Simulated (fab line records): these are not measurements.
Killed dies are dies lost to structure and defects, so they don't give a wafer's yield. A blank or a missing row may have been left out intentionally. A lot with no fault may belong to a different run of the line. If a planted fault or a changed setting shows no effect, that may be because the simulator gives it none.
Split-lot trial    flow berkeley-cmos170    5 lots, 23 wafers read, on a route of 331 steps

== ON THE SPLIT ==
At UCB170_M3_SPUTTER_01 (material Al, target thk 900 nm, time 120 s), the setting time-s was moved away from the recipe's 120 s on 10 of the 23 wafers read, by -8.2% to +12.5%. The other wafers ran this setting at the recipe's value.

== FROM THE SPLIT TO THE READING: what the file shows between them, 3 steps ==
- UCB170_M3_RS_MEAS_02: measures by four-point-probe
- UCB170_M3_THK_MEAS_03: measures by xrf
- UCB170_M3_ETCH_17: etches BARC in N2/H2 (also split here: source-w)

== THE READING ==
oes-product-au, in a.u., at UCB170_M3_METAL_ETCH_18 (etches Al in Cl2/BCl3, stops on SiO2, target depth 1170 nm, time 195 s). A value of 0.850 a.u. with a standard deviation of 0.0088 a.u. is what fault-free wafers of this fab line usually give.

wafer   tool, chamber at the split  time-s as run, s  against the recipe  oes-product-au, a.u.  against lot-mates on the recipe
L074.1  pvd-sputter-02, -           120               recipe              0.845                 -
L074.2  pvd-sputter-02, -           120               recipe              0.868                 -
L074.3  pvd-sputter-02, -           120               recipe              0.845                 -
L076.1  pvd-sputter-04, -           126.6             +5.5%               0.879                 +0.042
L076.2  pvd-sputter-04, -           120               recipe              0.837                 -
L076.3  pvd-sputter-04, -           126.6             +5.5%               0.871                 +0.034
L076.4  pvd-sputter-04, -           120               recipe              0.838                 -
L076.6  pvd-sputter-04, -           126.6             +5.5%               0.884                 +0.047
L077.1  pvd-sputter-01, -           135               +12.5%              0.896                 +0.054
L077.3  pvd-sputter-01, -           120               recipe              0.847                 -
L077.4  pvd-sputter-01, -           120               recipe              0.840                 -
L077.5  pvd-sputter-01, -           120               recipe              0.839                 -
L077.6  pvd-sputter-01, -           135               +12.5%              0.911                 +0.069
L081.2  pvd-sputter-02, -           110.2             -8.2%               0.806                 -0.038
L081.3  pvd-sputter-02, -           110.2             -8.2%               0.820                 -0.024
L081.4  pvd-sputter-02, -           120               recipe              0.846                 -
L081.5  pvd-sputter-02, -           110.2             -8.2%               0.807                 -0.037
L081.6  pvd-sputter-02, -           120               recipe              0.842                 -
L082.2  pvd-sputter-01, -           114.2             -4.8%               0.833                 -0.011
L082.3  pvd-sputter-01, -           120               recipe              0.836                 -
L082.4  pvd-sputter-01, -           114.2             -4.8%               0.825                 -0.019
L082.5  pvd-sputter-01, -           120               recipe              0.849                 -
L082.6  pvd-sputter-01, -           120               recipe              0.846                 -

THE FIT
A straight line over all 23 wafers: oes-product-au changes by +0.00459 a.u. for each +1% of time-s; r = +0.95; the points scatter about the line by 0.0081 a.u.
The same after taking each lot's own level away (the mean of its wafers on the recipe; 23 wafers): +0.00482 a.u. for each +1%; r = +0.96; scatter 0.0082 a.u.
According to that fit, moving time-s by its largest amount changes the reading by 0.06 a.u.
The span of the lots' own levels, 0.8375 to 0.8527 a.u., comes to 1.7 times the standard deviation stated above.
Hence the lot-to-lot level has little effect on the slope; both slopes agree.
Check: +0.0673 a.u. against its lot-mates is what the line predicts for one of the wafers moved furthest among these (+12.5%) when that wafer is left out of the fit. It came out at +0.054 a.u. against them.

== OTHER SPLITS ON THESE WAFERS ==
Other splits were also applied to these wafers ahead of the reading. Each is held against what the fit with the lots' levels taken away leaves over:
other split on the same wafers  wafers away from the commonest value  r with oes-product-au (lot level and that fit taken away)
UCB170_M3_ETCH_17 source-w      6                                     +0.02

== THE WHOLE CHAIN: every reading that the file lists as answering this split, in the file's order ==
step                     what it does                                                            reading                                                                      change (the file's fit)                   r (the file's)
UCB170_M3_SPUTTER_01     material Al, target thk 900 nm, time 120 s                              Al_of_M3_SPUTTER_01.thk-nm (the simulator's own value, which no gauge read)  +9.07 nm for each +1% of the setting      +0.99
UCB170_M3_RS_MEAS_02     measures by four-point-probe                                            M3_AL_RS                                                                     -0.000323 for each +1% of the setting     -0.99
UCB170_M3_THK_MEAS_03    measures by xrf                                                         M3_AL_THK                                                                    +9.45 for each +1% of the setting         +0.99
UCB170_M3_METAL_ETCH_18  etches Al in Cl2/BCl3, stops on SiO2, target depth 1170 nm, time 195 s  oes-product-au                                                               +0.0048 a.u. for each +1% of the setting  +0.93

== FILE'S OWN FIT ==
oes-product-au changes by +0.0048 a.u. for each +1% of time-s, r = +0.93.
